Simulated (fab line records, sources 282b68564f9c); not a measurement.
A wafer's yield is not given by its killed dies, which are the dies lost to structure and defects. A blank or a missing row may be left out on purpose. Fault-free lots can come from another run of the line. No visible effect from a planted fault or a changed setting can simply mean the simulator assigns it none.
fab line records	flow rit-cmos
record: lots: 6	wafers: 18	last-day: 7
route steps=202 shown NLDD@110 PLDD@114 SPACER@126 NSD@131 PSD@142 M1@202
lots untouched by any fault: they come from a run of this same line in which no faults occurred
start-h: start of the lot's first displayed wafer, in hours after the record's first day	wait-h: how many hours have passed since the lot's step before this one	" repeats the value in the row above	L1.1+2: one row covering several wafers at once	- value missing, or start not given	* or withheld: withheld	< > ~ a bound
route shown NAME@n: names a module that has steps shown in the file, with the first one's number in the route	usual: mean and standard deviation over wafers with no fault	same: alike in all rows	chamber/n: place in a boat	sites: the reading at each site	_std_site: standard deviation across them	_edge_site: the outer-site mean with the inner-site mean subtracted	radius-mm: for every site, how far away it sits from the centre of the wafer	mask NAME#n: copy n	behind: the last tool/chamber to shape the wafer	hold: reason for holding the lot/hours on hold/outcome of the hold	device: the n, p or np transistor that did not switch	end of line: the same wafers' tests at the end of the route	step lacking rows: just its recipe	killed: dies lost to structure and defects at the first sort, not the wafer's yield	map: the dies of a wafer, with x for killed, . for not killed, _ for no die there
set.NAME: the setting the step ran with; set.NAME@STEP: the setting that earlier step ran with	model.NAME: the simulator's own value behind a step, which no gauge read
lots at selected steps of the route; one table per step, one row per wafer
services: a tool's chamber out of use, with start hour (start-h, from the record's first day; less than 0 if before it), hours out, and reason
== steps ==
step: RIT_NLDD_HARDBAKE_07
recipe: resist: NOVOLAK	temp-c: 140	time-s: 60
step: RIT_NLDD_IMPLANT_08
recipe: species: P	energy-kev: 20	dose-cm2: 5e+14	tilt-deg: 7
step: RIT_NLDD_STRIP_09
recipe: chemistry: O2	time-s: 180	resist: NOVOLAK	platen-temp-c: withheld	power-w: 500	pressure-mtorr: 4000	o2-flow-sccm: 4000
usual: drypump-motor-current-A: 5.68/0.21	o2-flow-sccm: 3998/12
lot.wafer	tool	chamber	start-h	wait-h	drypump-motor-current-A	o2-flow-sccm	rf-hours-counter-h
L141.1	plasma-asher-01	1	53.37	0.1	5.76	3999	42
L141.5	"	1	"	"	5.77	4020	-
L141.6	"	0	"	"	5.64	3983	-
L149.2	plasma-asher-02	0	99.49	0.1	5.57	3978	32
L149.4	"	0	"	"	5.62	4001	-
L149.5	"	1	"	"	5.63	3987	-
L157.2	plasma-asher-04	0	136.55	0.1	6.10	4007	2
L157.5	"	0	"	"	6.11	3980	-
L157.6	"	1	"	"	5.30	3988	-
L158.1	plasma-asher-01	1	142.65	0.1	5.74	4003	52
L158.4	"	1	"	"	5.72	4022	-
L158.5	"	1	"	"	5.75	4022	-
L161.3	plasma-asher-01	0	156.69	0.1	5.68	3991	-
L161.4	"	1	"	"	5.75	4003	-
L161.5	"	0	"	"	5.64	4005	-
L162.1	plasma-asher-04	1	159.09	0.1	5.31	3979	5
L162.2	"	0	"	"	6.10	3995	5
L162.3	"	0	"	"	6.09	3993	-
step: RIT_NLDD_TW_MEAS_10
usual: NLDD_TW: 2513/30
lot.wafer	tool	chamber	start-h	wait-h	NLDD_TW
L141.1	film-metro-01	-	53.54	0.1	2540
L141.5	"	-	"	"	2530
L141.6	"	-	"	"	2534
L149.2	film-metro-04	-	99.67	0.1	2513
L149.4	"	-	"	"	2504
L149.5	"	-	"	"	2516
L157.2	film-metro-01	-	136.73	0.1	2560
L157.5	"	-	"	"	2555
L157.6	"	-	"	"	2545
L158.1	film-metro-01	-	142.83	0.1	2560
L158.4	"	-	"	"	2544
L158.5	"	-	"	"	2547
L161.3	film-metro-04	-	156.83	0.1	2501
L161.4	"	-	"	"	2493
L161.5	"	-	"	"	2491
L162.1	film-metro-01	-	159.26	0.1	2562
L162.2	"	-	"	"	2557
L162.3	"	-	"	"	2560
step: RIT_PLDD_HMDS_00
recipe: prime-time-s: 60	prime-temp-c: 140
step: RIT_PLDD_COAT_01
recipe: resist: NOVOLAK	spin-rpm: 3250	resist-thk-nm: 1000
step: RIT_PLDD_SOFTBAKE_02
recipe: resist: NOVOLAK	temp-c: 90	time-s: 60
step: RIT_PLDD_EXPOSE_03
recipe: mask-id: M8	na: 0.57	target-cd-nm: 40900	dose-mj: 250
step: RIT_PLDD_PEB_04
recipe: resist: NOVOLAK	temp-c: withheld	time-s: withheld
step: RIT_PLDD_DEVELOP_05
recipe: resist: NOVOLAK	develop-time-s: 50	dev-temp-c: 23
step: RIT_PLDD_OVL_MEAS_06
usual: PLDD_OVL: -2.2/1.4
lot.wafer	tool	chamber	start-h	wait-h	PLDD_OVL[nm]
L141.1	overlay-02	-	54.62	-	-0.6
L141.5	"	-	"	"	-1.8
L141.6	"	-	"	"	-0.7
L149.2	overlay-01	-	100.70	-	-0.6
L149.4	"	-	"	"	-1.3
L149.5	"	-	"	"	-2.4
L157.2	overlay-02	-	137.64	-	-5.0
L157.5	"	-	"	"	-5.5
L157.6	"	-	"	"	-3.4
L158.1	overlay-02	-	143.87	-	-2.2
L158.4	"	-	"	"	-0.7
L158.5	"	-	"	"	-3.7
L161.3	overlay-02	-	157.73	-	-3.1
L161.4	"	-	"	"	-1.7
L161.5	"	-	"	"	-3.8
L162.1	overlay-01	-	160.17	-	-3.2
L162.2	"	-	"	"	-2.8
L162.3	"	-	"	"	-2.1
step: RIT_PLDD_HARDBAKE_07
recipe: resist: NOVOLAK	temp-c: 140	time-s: 60
step: RIT_PLDD_IMPLANT_08
recipe: species: BF2	energy-kev: 20	dose-cm2: 9e+14	tilt-deg: 7
usual: dose-ions-cm2: 9.001e+14/9.9e+11	end-station-pressure-torr: 7.3e-06/4.1e-07	faraday-current-uA: 2822/48
lot.wafer	tool	chamber	start-h	wait-h	dose-ions-cm2	end-station-pressure-torr	faraday-current-uA
L141.1	implanter-03	0	54.80	0.1	8.995e+14	7.2e-06	2767
L141.5	"	0	"	"	9.003e+14	7.3e-06	2788
L141.6	"	0	"	"	9.002e+14	7e-06	2880
L149.2	implanter-02	0	100.91	0.1	8.999e+14	6.9e-06	2805
L149.4	"	0	"	"	8.985e+14	7.2e-06	2893
L149.5	"	0	"	"	9.005e+14	7.4e-06	2839
L157.2	implanter-02	0	137.95	0.1	1.7079e+15	1.02e-05	5375
L157.5	"	0	"	"	1.7086e+15	9.8e-06	5314
L157.6	"	0	"	"	1.7082e+15	9.7e-06	5305
L158.1	implanter-02	0	144.08	0.1	1.7104e+15	9.6e-06	5376
L158.4	"	0	"	"	1.7109e+15	9.9e-06	5358
L158.5	"	0	"	"	1.7093e+15	1.02e-05	5376
L161.3	implanter-01	0	157.95	0.1	9.002e+14	7.2e-06	2782
L161.4	"	0	"	"	9.008e+14	7.7e-06	2775
L161.5	"	0	"	"	8.993e+14	7e-06	2885
L162.1	implanter-03	0	160.36	0.1	9.011e+14	7.3e-06	2831
L162.2	"	0	"	"	9.007e+14	7.2e-06	2801
L162.3	"	0	"	"	8.995e+14	7.2e-06	2820
step: RIT_PLDD_STRIP_09
recipe: chemistry: O2	time-s: 180	resist: NOVOLAK	platen-temp-c: withheld	power-w: 500	pressure-mtorr: 4000	o2-flow-sccm: 3853
usual: drypump-motor-current-A: 5.8/0.31	o2-flow-sccm: 3855/11
lot.wafer	tool	chamber	start-h	wait-h	drypump-motor-current-A	o2-flow-sccm	rf-hours-counter-h
L141.1	plasma-asher-03	0	54.95	0.1	6.2	3850	38
L141.5	"	1	"	"	6.1	3844	-
L141.6	"	0	"	"	6.2	3855	-
L149.2	plasma-asher-02	1	101.03	0.1	5.6	3852	33
L149.4	"	0	"	"	5.7	3837	-
L149.5	"	1	"	"	5.6	3847	-
L157.2	plasma-asher-04	0	138.08	0.1	6.1	3849	2
L157.5	"	0	"	"	6.1	3848	-
L157.6	"	1	"	"	5.3	3857	-
L158.1	plasma-asher-03	1	144.23	0.1	6.1	3874	49
L158.4	"	1	"	"	6.1	3865	-
L158.5	"	0	"	"	6.2	3850	-
L161.3	plasma-asher-03	0	158.11	0.1	6.2	3860	-
L161.4	"	1	"	"	6.1	3844	-
L161.5	"	1	"	"	6.1	3851	-
L162.1	plasma-asher-04	1	160.51	0.1	5.3	3867	5
L162.2	"	0	"	"	6.1	3853	5
L162.3	"	1	"	"	5.3	3855	-
step: RIT_PLDD_TW_MEAS_10
usual: PLDD_TW: 2365/26
lot.wafer	tool	chamber	start-h	wait-h	hold	PLDD_TW
L141.1	film-metro-04	-	55.13	0.1	-	2339
L141.5	"	-	"	"	-	2343
L141.6	"	-	"	"	-	2352
L149.2	film-metro-03	-	101.22	0.1	-	2351
L149.4	"	-	"	"	-	2352
L149.5	"	-	"	"	-	2349
L157.2	film-metro-04	-	138.26	0.1	await-dispo/0.2h/release	2702
L157.5	"	-	"	"	await-dispo/0.2h/release	2706
L157.6	"	-	"	"	await-dispo/0.2h/release	2704
L157.2	film-metro-04	-	138.49	0.2	-	2715
L157.5	"	-	"	"	-	2719
L157.6	"	-	"	"	-	2716
L158.1	film-metro-04	-	144.40	0.1	await-dispo/0.2h/release	2725
L158.4	"	-	"	"	await-dispo/0.2h/release	2722
L158.5	"	-	"	"	await-dispo/0.2h/release	2717
L158.1	film-metro-04	-	144.63	0.2	-	2706
L158.4	"	-	"	"	-	2715
L158.5	"	-	"	"	-	2719
L161.3	film-metro-04	-	158.25	0.1	-	2345
L161.4	"	-	"	"	-	2347
L161.5	"	-	"	"	-	2348
L162.1	film-metro-04	-	160.68	0.1	-	2344
L162.2	"	-	"	"	-	2343
L162.3	"	-	"	"	-	2337
step: RIT_SPACER_CLEAN_01
recipe: chemistry: dHF	dilution: 50:1	time-s: 30
step: RIT_SPACER_CLEAN_02
recipe: chemistry: SC2	mix: 3:3:50	time-s: 600	temp-c: 75	dry: n2-spin
step: RIT_SPACER_CVD_03
recipe: material: Si3N4	target-thk-nm: 250	temp-c: 810	precursor: SiH2Cl2/NH3	time-s: 3300	pressure-mtorr: 300	sih2cl2-flow-sccm: 60	nh3-flow-sccm: 150
step: RIT_SPACER_THK_MEAS_04
recipe: reads: Si3N4_of_SPACER_CVD_03
usual: SPACER_NITRIDE_THK: 250.8/2.2
lot.wafer	tool	chamber	start-h	wait-h	SPACER_NITRIDE_THK[nm]
L141.1	film-metro-01	-	57.47	0.0	250.3
L141.5	"	-	"	"	251.7
L141.6	"	-	"	"	251.9
L149.2	film-metro-02	-	103.56	0.0	253.5
L149.4	"	-	"	"	251.4
L149.5	"	-	"	"	252.1
L157.2	film-metro-02	-	144.53	0.0	250.5
L157.5	"	-	"	"	251.4
L157.6	"	-	"	"	253.0
L158.1	film-metro-03	-	149.68	0.0	248.4
L158.4	"	-	"	"	250.8
L158.5	"	-	"	"	247.8
L161.3	film-metro-01	-	160.61	0.0	251.3
L161.4	"	-	"	"	250.3
L161.5	"	-	"	"	250.6
L162.1	film-metro-01	-	163.06	0.0	249.3
L162.2	"	-	"	"	251.3
L162.3	"	-	"	"	250.3
step: RIT_SPACER_ETCHBACK_05
recipe: target-depth-a: 2500	SF6_flow_sccm: 30	CHF3_flow_sccm: 30	target: Si3N4	chemistry: SF6/CHF3	pressure-mtorr: 40	rf-w: 250	time-s: 240	stop-on: SiO2
usual: SF6_flow_sccm: 30.00/0.096	drypump-motor-current-A: 5.7/0.61	oes-product-au: 0.846/0.016	throttle-valve-pct: 10.29/0.14
lot.wafer	tool	chamber	start-h	wait-h	SF6_flow_sccm	drypump-motor-current-A	oes-product-au	rf-hours-counter-h	throttle-valve-pct
L141.1	rie-diel-04	0	57.53	0.1	30.10	4.9	0.872	137	10.40
L141.5	"	2	"	"	29.99	6.1	0.828	-	10.26
L141.6	"	0	"	"	30.06	4.9	0.878	-	10.42
L149.2	rie-diel-02	0	103.61	0.0	30.11	5.6	0.852	27	10.41
L149.4	"	1	"	"	29.96	4.9	0.842	104	10.34
L149.5	"	1	"	"	30.01	5.0	0.842	-	10.33
L157.2	rie-diel-03	1	144.58	0.0	30.07	6.5	0.829	35	10.26
L157.5	"	2	"	"	30.17	6.3	0.862	-	10.18
L157.6	"	1	"	"	30.04	6.4	0.836	-	10.25
L158.1	rie-diel-03	0	149.74	0.1	30.01	5.3	0.847	12	10.42
L158.4	"	2	"	"	30.01	6.3	0.855	55	10.21
L158.5	"	3	"	"	30.06	5.0	0.838	-	10.49
L161.3	rie-diel-04	2	160.65	0.0	30.15	6.1	0.833	121	10.29
L161.4	"	3	"	"	29.94	6.1	0.842	2	10.07
L161.5	"	0	"	"	29.90	4.9	0.880	-	10.42
L162.1	rie-diel-02	1	163.12	0.1	29.88	5.0	0.831	105	10.33
L162.2	"	3	"	"	30.07	6.4	0.842	58	9.98
L162.3	"	2	"	"	30.06	6.5	0.840	11	10.33
step: RIT_NSD_HMDS_00
recipe: prime-time-s: 60	prime-temp-c: 140
step: RIT_NSD_COAT_01
recipe: resist: NOVOLAK	spin-rpm: 3250	resist-thk-nm: 1000
step: RIT_NSD_SOFTBAKE_02
recipe: resist: NOVOLAK	temp-c: 90	time-s: 60
step: RIT_NSD_EXPOSE_03
recipe: mask-id: M9	na: 0.57	target-cd-nm: 40700	dose-mj: 250
step: RIT_NSD_PEB_04
recipe: resist: NOVOLAK	temp-c: withheld	time-s: withheld
step: RIT_NSD_DEVELOP_05
recipe: resist: NOVOLAK	develop-time-s: 50	dev-temp-c: 23
step: RIT_NSD_OVL_MEAS_06
usual: NSD_OVL: -0.4/1.3
lot.wafer	tool	chamber	start-h	wait-h	NSD_OVL[nm]
L141.1	overlay-01	-	58.66	-	-1.4
L141.5	"	-	"	"	0.1
L141.6	"	-	"	"	-2.2
L149.2	overlay-02	-	104.62	-	1.9
L149.4	"	-	"	"	2.9
L149.5	"	-	"	"	2.9
L157.2	overlay-01	-	145.79	-	1.5
L157.5	"	-	"	"	-0.4
L157.6	"	-	"	"	2.2
L158.1	overlay-02	-	150.78	-	-0.1
L158.4	"	-	"	"	0.5
L158.5	"	-	"	"	1.6
L161.3	overlay-02	-	161.66	-	0.0
L161.4	"	-	"	"	-2.2
L161.5	"	-	"	"	-1.1
L162.1	overlay-01	-	164.25	-	1.4
L162.2	"	-	"	"	0.5
L162.3	"	-	"	"	0.0
step: RIT_NSD_HARDBAKE_07
recipe: resist: NOVOLAK	temp-c: 140	time-s: 60
step: RIT_NSD_IMPLANT_08
recipe: species: P	energy-kev: 25	dose-cm2: 1.016e+15	tilt-deg: 7
step: RIT_NSD_STRIP_09
recipe: chemistry: O2	time-s: 180	resist: NOVOLAK	platen-temp-c: withheld	power-w: 500	pressure-mtorr: 4000	o2-flow-sccm: 4000
usual: drypump-motor-current-A: 5.79/0.3	o2-flow-sccm: 4001/12
lot.wafer	tool	chamber	start-h	wait-h	drypump-motor-current-A	o2-flow-sccm	rf-hours-counter-h
L141.1	plasma-asher-01	0	58.99	0.1	5.67	3973	42
L141.5	"	1	"	"	5.79	4004	-
L141.6	"	0	"	"	5.67	3996	-
L149.2	plasma-asher-01	1	104.95	0.1	5.74	4002	47
L149.4	"	1	"	"	5.79	3995	-
L149.5	"	1	"	"	5.76	4010	-
L157.2	plasma-asher-03	0	146.43	0.4	6.15	3989	48
L157.5	"	0	"	"	6.18	4023	-
L157.6	"	1	"	"	6.09	4007	-
L158.1	plasma-asher-03	0	151.20	0.1	6.17	4005	49
L158.4	"	0	"	"	6.16	3986	-
L158.5	"	0	"	"	6.15	4005	-
L161.3	plasma-asher-04	0	162.04	0.1	6.11	4005	-
L161.4	"	1	"	"	5.31	3995	-
L161.5	"	0	"	"	6.13	4005	-
L162.1	plasma-asher-01	1	164.58	0.1	5.74	3999	55
L162.2	"	0	"	"	5.66	3997	55
L162.3	"	0	"	"	5.66	3996	-
step: RIT_NSD_TW_MEAS_10
usual: NSD_TW: 3172/36
lot.wafer	tool	chamber	start-h	wait-h	NSD_TW
L141.1	film-metro-01	-	59.17	0.1	3200
L141.5	"	-	"	"	3191
L141.6	"	-	"	"	3209
L149.2	film-metro-03	-	105.13	0.1	3133
L149.4	"	-	"	"	3150
L149.5	"	-	"	"	3141
L157.2	film-metro-04	-	146.61	0.1	3147
L157.5	"	-	"	"	3145
L157.6	"	-	"	"	3143
L158.1	film-metro-03	-	151.38	0.1	3125
L158.4	"	-	"	"	3135
L158.5	"	-	"	"	3130
L161.3	film-metro-03	-	162.18	0.1	3134
L161.4	"	-	"	"	3128
L161.5	"	-	"	"	3139
L162.1	film-metro-04	-	164.76	0.1	3132
L162.2	"	-	"	"	3158
L162.3	"	-	"	"	3140
step: RIT_PSD_HMDS_00
recipe: prime-time-s: 60	prime-temp-c: 140
step: RIT_PSD_COAT_01
recipe: resist: NOVOLAK	spin-rpm: 3250	resist-thk-nm: 1000
step: RIT_PSD_SOFTBAKE_02
recipe: resist: NOVOLAK	temp-c: 90	time-s: 60
step: RIT_PSD_EXPOSE_03
recipe: mask-id: M10	na: 0.57	target-cd-nm: 40900	dose-mj: 250
step: RIT_PSD_PEB_04
recipe: resist: NOVOLAK	temp-c: withheld	time-s: withheld
step: RIT_PSD_DEVELOP_05
recipe: resist: NOVOLAK	develop-time-s: 50	dev-temp-c: 23
step: RIT_PSD_OVL_MEAS_06
usual: PSD_OVL: -1.5/1.3
lot.wafer	tool	chamber	start-h	wait-h	PSD_OVL[nm]
L141.1	overlay-02	-	60.20	-	-1.8
L141.5	"	-	"	"	-3.1
L141.6	"	-	"	"	-2.2
L149.2	overlay-01	-	106.19	-	-1.7
L149.4	"	-	"	"	-3.4
L149.5	"	-	"	"	-2.8
L157.2	overlay-01	-	147.83	-	0.5
L157.5	"	-	"	"	-1.3
L157.6	"	-	"	"	0.0
L158.1	overlay-02	-	152.64	-	-2.1
L158.4	"	-	"	"	-2.7
L158.5	"	-	"	"	-2.4
L161.3	overlay-01	-	163.20	-	-1.5
L161.4	"	-	"	"	-1.4
L161.5	"	-	"	"	0.3
L162.1	overlay-01	-	165.79	-	-4.0
L162.2	"	-	"	"	-2.5
L162.3	"	-	"	"	-2.8
step: RIT_PSD_HARDBAKE_07
recipe: resist: NOVOLAK	temp-c: 140	time-s: 60
step: RIT_PSD_IMPLANT_08
recipe: species: BF2	energy-kev: 27	dose-cm2: 4.882e+15	tilt-deg: 7
step: RIT_PSD_STRIP_09
recipe: chemistry: O2	time-s: 180	resist: NOVOLAK	platen-temp-c: withheld	power-w: 500	pressure-mtorr: 4000	o2-flow-sccm: 4000
usual: drypump-motor-current-A: 5.90/0.23	o2-flow-sccm: 4002/11
lot.wafer	tool	chamber	start-h	wait-h	drypump-motor-current-A	o2-flow-sccm	rf-hours-counter-h
L141.1	plasma-asher-02	0	60.54	0.1	5.62	4000	29
L141.5	"	1	"	"	5.64	4016	-
L141.6	"	0	"	"	5.61	3993	-
L149.2	plasma-asher-03	1	106.52	0.1	6.08	4009	43
L149.4	"	0	"	"	6.18	3984	-
L149.5	"	1	"	"	6.09	3999	-
L157.2	plasma-asher-01	0	148.23	0.1	5.68	4000	52
L157.5	"	0	"	"	5.65	3984	-
L157.6	"	1	"	"	5.78	3993	-
L158.1	plasma-asher-01	0	152.98	0.1	5.66	3988	53
L158.4	"	0	"	"	5.64	4000	-
L158.5	"	1	"	"	5.73	4004	-
L161.3	plasma-asher-03	1	163.59	0.1	6.08	4006	-
L161.4	"	0	"	"	6.15	4011	-
L161.5	"	1	"	"	6.08	4001	-
L162.1	plasma-asher-03	0	166.13	0.1	6.17	4002	51
L162.2	"	1	"	"	6.08	4011	51
L162.3	"	1	"	"	6.06	4003	-
step: RIT_SDANNEAL_RS_MEAS_06
recipe: thk-meas-gauge: four-point-probe
usual: PLDD_RS: 178.5/0.49
lot.wafer	tool	chamber	start-h	wait-h	hold	PLDD_RS[ohm/sq]
L141.1	film-metro-01	-	61.44	0.1	-	178.6
L141.5	"	-	"	"	-	178.1
L141.6	"	-	"	"	-	178.2
L149.2	film-metro-01	-	107.44	0.1	-	178.9
L149.4	"	-	"	"	-	178.3
L149.5	"	-	"	"	-	178.2
L157.2	film-metro-01	-	149.15	0.1	await-dispo/0.2h/release	152.8
L157.5	"	-	"	"	await-dispo/0.2h/release	153.1
L157.6	"	-	"	"	await-dispo/0.2h/release	152.6
L157.2	film-metro-01	-	149.44	0.3	-	153.2
L157.5	"	-	"	"	-	152.9
L157.6	"	-	"	"	-	152.9
L158.1	film-metro-01	-	154.18	0.1	await-dispo/0.2h/release	153.1
L158.4	"	-	"	"	await-dispo/0.2h/release	153.4
L158.5	"	-	"	"	await-dispo/0.2h/release	153.2
L158.1	film-metro-01	-	154.47	0.3	-	153.3
L158.4	"	-	"	"	-	153.8
L158.5	"	-	"	"	-	153.2
L161.3	film-metro-03	-	164.48	0.1	-	177.5
L161.4	"	-	"	"	-	177.7
L161.5	"	-	"	"	-	178.4
L162.1	film-metro-03	-	167.03	0.1	-	178.5
L162.2	"	-	"	"	-	178.6
L162.3	"	-	"	"	-	178.8
step: RIT_M1_PROBE_99
usual: defect-limited-yield: 97.2/1.3	killed-at-front-end: 7/3.4	killed-dies: 7/3.4	killed-open: 3.7/2.2	killed-short: 3.6/2.2	sort_bin_3_pad_short: 0.2/0.24	sort_bin_5_function: 1.6/0.94	sort_bin_6_memory: 1.1/0.72	sort-n-pass: 257/3.4	sort-yield-pct: 97.2/1.3
same: gross-dies: 264	killed_at_M0_to_M3: 0	killed_at_M4_up: 0	killed-at-back-side: 0	killed-at-contacts: 0	killed-at-other: 0
lot.wafer	tool	chamber	start-h	wait-h	defect-limited-yield[%]	killed-at-front-end	killed-dies	killed-open	killed-short	sort_bin_3_pad_short[%]	sort_bin_5_function[%]	sort_bin_6_memory[%]	sort-n-pass	sort-yield-pct[%]
L141.1	prober-01	-	68.58	0.1	97.7	6	6	2	4	0	1.5	0.8	258	97.7
L141.5	prober-01	-	68.78	0.2	98.9	3	3	1	2	0	0.8	0.4	261	98.9
L141.6	prober-01	-	68.83	0.2	97.7	6	6	4	2	0	0.8	1.5	258	97.7
L149.2	prober-02	-	114.53	0.1	94.3	15	15	8	7	0.4	2.7	2.7	249	94.3
L149.4	prober-02	-	114.63	0.2	97.7	6	6	2	4	0.4	1.1	0.8	258	97.7
L149.5	prober-02	-	114.68	0.2	98.5	4	4	1	3	0	0.8	0.8	260	98.5
L161.3	prober-02	-	171.66	0.2	98.5	4	4	3	1	0	0.8	0.8	260	98.5
L161.4	prober-02	-	171.71	0.2	97.7	6	6	4	2	0	1.5	0.8	258	97.7
L161.5	prober-02	-	171.76	0.2	98.9	3	3	1	2	0	0.8	0.4	261	98.9
L162.1	prober-01	-	174.02	0.1	95.5	12	12	3	9	0	3.8	0.8	252	95.5
L162.2	prober-01	-	174.07	0.1	94.7	14	14	8	6	0.8	3.0	1.5	250	94.7
L162.3	prober-01	-	174.12	0.2	97.3	7	7	6	1	0.4	1.5	0.8	257	97.3
killed by level:class
L141.1 GATE:geometric-particle:short=2 FOX2:geometric-particle:short=1 SPACER:geometric-particle:short=1 SPACER:geometric-particle:open=1 SILICIDE:geometric-particle:open=1
L141.5 FOX1:geometric-particle:short=1 GATE:geometric-particle:open=1 SILICIDE:geometric-particle:short=1
L141.6 GATE:geometric-particle:open=4 FOX2:geometric-particle:short=1 SILICIDE:geometric-particle:short=1
L149.2 SPACER:geometric-particle:open=4 SPACER:geometric-particle:short=2 SILICIDE:geometric-particle:short=2 SILICIDE:geometric-particle:open=2 FOX1:geometric-particle:short=1 GATE:geometric-particle:short=1 GATE:geometric-particle:open=1 REOX:geometric-particle:short=1
L149.4 FOX1:geometric-particle:short=1 GATE:geometric-particle:short=1 GATE:geometric-particle:open=1 SPACER:geometric-particle:open=1 SPACER:geometric-particle:short=1 SILICIDE:geometric-particle:short=1
L149.5 REOX:geometric-particle:short=1 SPACER:geometric-particle:open=1 SPACER:geometric-particle:short=1 SILICIDE:geometric-particle:short=1
L161.3 SILICIDE:geometric-particle:open=2 GATE:geometric-particle:open=1 GATE:geometric-particle:short=1
L161.4 GATE:geometric-particle:open=2 SPACER:geometric-particle:open=2 FOX1:geometric-particle:short=1 SILICIDE:geometric-particle:short=1
L161.5 FOX2:geometric-particle:short=1 GATE:geometric-particle:open=1 GATE:geometric-particle:short=1
L162.1 GATE:geometric-particle:short=4 GATE:geometric-particle:open=2 SPACER:geometric-particle:short=2 FOX2:geometric-particle:short=1 REOX:geometric-particle:short=1 SPACER:geometric-particle:open=1 SILICIDE:geometric-particle:short=1
L162.2 GATE:geometric-particle:open=4 GATE:geometric-particle:short=4 SPACER:geometric-particle:open=2 FOX1:geometric-particle:short=1 FOX2:geometric-particle:open=1 SPACER:geometric-particle:short=1 SILICIDE:geometric-particle:open=1
L162.3 GATE:geometric-particle:open=4 REOX:geometric-particle:open=2 GATE:geometric-particle:short=1
== services ==
tool	chamber	start-h	hours	kind
rie-diel-04	3	50.62	-	clean
rie-diel-04	3	50.62	15.7	scheduled-down
rie-diel-04	3	50.62	15.7	vent-cycle
rie-diel-02	1	51.43	7.6	repair
rie-diel-02	2	64.91	4.1	repair
rie-diel-03	1	82.20	9.4	repair
rie-diel-04	3	87.50	8.3	repair
implanter-02	-	87.65	5.7	repair
implanter-01	-	91.33	1.1	repair
rie-diel-04	3	102.17	3.8	repair
plasma-asher-02	-	104.47	14.6	pm
plasma-asher-04	-	108.84	9.0	pm
plasma-asher-04	0	108.84	9.0	vent-cycle
plasma-asher-04	1	108.84	9.0	vent-cycle
rie-diel-02	3	111.64	8.7	repair
plasma-asher-04	0	117.84	-	clean
plasma-asher-04	1	117.84	-	clean
rie-diel-04	0	129.83	13.2	repair
rie-diel-03	3	136.89	2.7	repair
implanter-02	-	140.11	1.0	repair
implanter-03	-	144.48	1.5	repair
rie-diel-04	0	150.33	5.3	repair
rie-diel-04	2	161.68	3.1	repair
== key ==
first-sign: step: RIT_PLDD_IMPLANT_08	reading: dose-ions-cm2	direction: up	sigmas: 99+	usual: 9.001e+14	struck: 1.7092e+15
effect: step: RIT_PLDD_IMPLANT_08	reading: faraday-current-uA	direction: up	sigmas: 53	usual: 2822	struck: 5351
effect: step: RIT_PLDD_TW_MEAS_10	reading: visit	direction: added
effect: step: RIT_PLDD_TW_MEAS_10	reading: PLDD_TW	direction: up	sigmas: 13	usual: 2365	struck: 2713
effect: step: RIT_SDANNEAL_RS_MEAS_06	reading: PLDD_RS	direction: down	sigmas: 52	usual: 178.5	struck: 153.0
met-at RIT_PLDD_IMPLANT_08
struck-wafers L157.2,L157.5,L157.6,L158.1,L158.4,L158.5
scrapped-behind RIT_SDANNEAL_RS_MEAS_06 L157.2,L157.5,L157.6,L158.1,L158.4,L158.5
onset-between 100.91 137.95
fault: kind: process-parameter-drift	tool: implanter-02	chamber: -	onset-h: 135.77	steps: RIT_PLDD_IMPLANT_08	channel: dose-cm2	offset: 8.1e+14	shape: step	end-h: 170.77	acts-in: these-recipes-only	stated: 9e+14
